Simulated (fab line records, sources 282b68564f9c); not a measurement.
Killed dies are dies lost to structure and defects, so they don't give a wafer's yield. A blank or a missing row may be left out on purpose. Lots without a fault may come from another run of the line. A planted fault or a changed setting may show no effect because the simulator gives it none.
Which tool did it? | flow rit_cmos | 13 lots, 39 wafers sampled, at 3 steps of a route of 202

WHAT THE GAUGES READ, wafer by wafer
RIT_M1_RS_MEAS_01: measures by four-point-probe.
lot  | measured    | on            | M1_AL_RS (ohm/sq)
L393 | day 3 22:22 | film_metro-02 | 0.0731 0.0737 0.0733
L394 | day 4 00:15 | film_metro-02 | 0.0743 0.0739 0.0742
L397 | day 4 19:10 | film_metro-02 | 0.0732 0.0749 0.0740
L398 | day 4 22:20 | film_metro-03 | 0.0739 0.0727 0.0728
L399 | day 5 08:26 | film_metro-03 | 0.0730 0.0740 0.0738
L401 | day 5 14:40 | film_metro-01 | 0.0744 0.0741 0.0745
L400 | day 5 17:07 | film_metro-02 | 0.0721 0.0723 0.0724
L402 | day 5 18:54 | film_metro-03 | 0.0731 0.0731 0.0738
L403 | day 5 21:57 | film_metro-02 | 0.0742 0.0736 0.0737
L404 | day 6 04:04 | film_metro-03 | 0.0736 0.0742 0.0738
L408 | day 7 00:44 | film_metro-01 | 0.0737 0.0729 0.0731
L413 | day 8 06:28 | film_metro-01 | 0.0756 0.0736 0.0736
L414 | day 8 09:56 | film_metro-02 | 0.0730 0.0733 0.0730

RIT_M1_THK_MEAS_02: measures by xrf.
lot  | measured    | on            | M1_AL_THK (nm)
L393 | day 3 22:29 | film_metro-02 | 404 399 401
L394 | day 4 00:22 | film_metro-02 | 393 393 394
L397 | day 4 19:16 | film_metro-02 | 399 391 395
L398 | day 4 22:27 | film_metro-03 | 395 401 401
L399 | day 5 08:32 | film_metro-03 | 399 396 395
L401 | day 5 14:47 | film_metro-01 | 398 400 398
L400 | day 5 17:13 | film_metro-02 | 408 405 403
L402 | day 5 19:01 | film_metro-03 | 397 399 394
L403 | day 5 22:04 | film_metro-02 | 395 399 398
L404 | day 6 04:11 | film_metro-03 | 395 391 393
L408 | day 7 00:50 | film_metro-01 | 401 406 404
L413 | day 8 06:35 | film_metro-01 | 387 399 397
L414 | day 8 10:03 | film_metro-02 | 398 395 400

WHICH TOOL RAN EACH LOT (tool, then ch and the chambers of the sampled wafers, then the start)
lot  | RIT_M1_SPUTTER_00
L393 | pvd_sputter-02, day 3 22:05
L394 | pvd_sputter-01, day 3 23:58
L397 | pvd_sputter-01, day 4 18:51
L398 | pvd_sputter-03, day 4 22:02
L399 | pvd_sputter-02, day 5 08:07
L401 | pvd_sputter-01, day 5 14:22
L400 | pvd_sputter-02, day 5 16:47
L402 | pvd_sputter-03, day 5 18:35
L403 | pvd_sputter-02, day 5 21:38
L404 | pvd_sputter-01, day 6 03:45
L408 | pvd_sputter-01, day 7 00:25
L413 | pvd_sputter-02, day 8 06:11
L414 | pvd_sputter-03, day 8 09:38
- RIT_M1_SPUTTER_00: material Al, target thk 400 nm, time 500 s.

WHAT THE TOOLS THEMSELVES READ (means of the sampled wafers that have a number; where no wafer has one, the mark that the record gives instead)
RIT_M1_SPUTTER_00.
lot  | tool           | chamber_pressure_pa (Pa) | throttle_valve_pct (%)
L393 | pvd_sputter-02 | 0.4003                   | 30.8
L394 | pvd_sputter-01 | 0.4001                   | 30.0
L397 | pvd_sputter-01 | 0.4000                   | 30.2
L398 | pvd_sputter-03 | 0.3993                   | 29.4
L399 | pvd_sputter-02 | 0.4001                   | 30.2
L401 | pvd_sputter-01 | 0.3990                   | 29.9
L400 | pvd_sputter-02 | 0.4009                   | 29.8
L402 | pvd_sputter-03 | 0.3995                   | 30.6
L403 | pvd_sputter-02 | 0.4004                   | 30.8
L404 | pvd_sputter-01 | 0.4002                   | 30.1
L408 | pvd_sputter-01 | 0.4005                   | 30.0
L413 | pvd_sputter-02 | 0.4006                   | 31.0
L414 | pvd_sputter-03 | 0.4001                   | 29.6

THE ANSWER, worked out from the rows above alone
Rule: what is usual is taken from the lots themselves. Put in order of their means at a reading, lots are off if they are a third of the lots or fewer, leave a main group of 4 or more, and stand apart from it by a gap of 3 or more times the standard deviation of the main group's means; of several such gaps the widest counts. A main group whose means are all the same, to the digits that the tables above print for the reading, isn't used. A lot without any number at a reading at which 4 lots or more have one is off too. The other lots that the step has rows for count as sound. The gauges are gone through in route order, then the tools' own readings, and for those a lot's mean is taken as printed above. The first step at which some lot is off is used, and at that step the reading that is off furthest; a lot without a number counts as furthest.
No lot is off at any reading shown: from this, nothing can be told.

WHAT THE SIMULATOR HAD PUT IN
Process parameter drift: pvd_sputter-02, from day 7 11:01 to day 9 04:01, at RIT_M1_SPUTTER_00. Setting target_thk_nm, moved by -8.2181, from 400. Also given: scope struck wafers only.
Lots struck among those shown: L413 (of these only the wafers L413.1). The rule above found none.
